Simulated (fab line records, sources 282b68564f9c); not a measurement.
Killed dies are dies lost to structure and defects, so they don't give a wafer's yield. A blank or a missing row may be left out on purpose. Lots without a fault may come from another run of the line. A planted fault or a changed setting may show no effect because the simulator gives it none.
Tool commonality check | flow rit_cmos | 15 lots, 45 wafers sampled

WHY IT WAS OPENED
At RIT_NSD_TW_MEAS_10 the reading NSD_TW is flagged on 3 of 15 lots. Wafers without a fault read 3123, standard deviation 13.
Rule: a lot is flagged when every wafer of it that has a number lies more than 4 standard deviations from that mean, or none has a number. The other lots count as sound.

lot  | measured    | on            | NSD_TW, wafer by wafer | flag
L993 | day 3 02:23 | film_metro-03 | 3126 3120 3119         |
L994 | day 3 09:07 | film_metro-03 | 3115 3127 3114         |
L996 | day 3 14:59 | film_metro-04 | 3147 3123 3127         |
L995 | day 3 15:11 | film_metro-03 | 3542 3552 3519         | FLAGGED
L997 | day 4 04:16 | film_metro-03 | 3127 3119 3139         |
L100 | day 4 11:11 | film_metro-04 | 3546 3545 3546         | FLAGGED
L101 | day 4 17:49 | film_metro-03 | 3535 3529 3515         | FLAGGED
L106 | day 5 16:45 | film_metro-04 | 3128 3114 3117         |
L107 | day 5 22:52 | film_metro-04 | 3127 3129 3131         |
L108 | day 6 05:39 | film_metro-03 | 3096 3121 3120         |
L109 | day 6 08:56 | film_metro-02 | 3108 3102 3089         |
L111 | day 6 17:12 | film_metro-03 | 3093 3106 3116         |
L113 | day 7 04:58 | film_metro-02 | 3114 3105 3100         |
L114 | day 7 10:14 | film_metro-03 | 3134 3138 3136         |
L115 | day 7 15:50 | film_metro-04 | 3130 3147 3135         |
The numbers of the flagged lots are 3537 on average: +414 against the usual, or +32 standard deviations.

WHICH TOOL RAN EACH LOT
The record holds 1 process step before the reading, out of a route of 202 steps. In each cell: the tool, then ch and the chambers that the sampled wafers went through, then the start.
lot  | flag    | RIT_NSD_IMPLANT_08
L993 |         | implanter-01 ch 0, day 3 02:05
L994 |         | implanter-01 ch 0, day 3 08:50
L996 |         | implanter-02 ch 0, day 3 14:39
L995 | FLAGGED | implanter-03 ch 0, day 3 14:34
L997 |         | implanter-02 ch 0, day 4 03:57
L100 | FLAGGED | implanter-01 ch 0, day 4 10:32
L101 | FLAGGED | implanter-01 ch 0, day 4 17:11
L106 |         | implanter-01 ch 0, day 5 16:26
L107 |         | implanter-03 ch 0, day 5 22:32
L108 |         | implanter-03 ch 0, day 6 05:20
L109 |         | implanter-03 ch 0, day 6 08:38
L111 |         | implanter-02 ch 0, day 6 16:53
L113 |         | implanter-03 ch 0, day 7 04:40
L114 |         | implanter-03 ch 0, day 7 09:55
L115 |         | implanter-03 ch 0, day 7 15:32
What these steps do:
- RIT_NSD_IMPLANT_08
- RIT_NSD_TW_MEAS_10

FLAGGED OVER TOTAL, TOOL BY TOOL (the gauges that took the reading come last)
step               | tool          | lots run | flagged | share of the flagged lots | sound lots run after its first flagged lot
RIT_NSD_IMPLANT_08 | implanter-01  | 5        | 2       | some                      | 1 (L106)
RIT_NSD_IMPLANT_08 | implanter-02  | 3        | 0       | none                      | -
RIT_NSD_IMPLANT_08 | implanter-03  | 7        | 1       | some                      | 6 (L107,L108,L109,L113,L114,L115)
RIT_NSD_TW_MEAS_10 | film_metro-02 | 2        | 0       | none                      | -
RIT_NSD_TW_MEAS_10 | film_metro-03 | 8        | 2       | some                      | 4 (L997,L108,L111,L114)
RIT_NSD_TW_MEAS_10 | film_metro-04 | 5        | 1       | some                      | 3 (L106,L107,L115)

WHAT THE TABLE ALLOWS
No row of the table ran every flagged lot.

WHAT THE SIMULATOR HAD PUT IN
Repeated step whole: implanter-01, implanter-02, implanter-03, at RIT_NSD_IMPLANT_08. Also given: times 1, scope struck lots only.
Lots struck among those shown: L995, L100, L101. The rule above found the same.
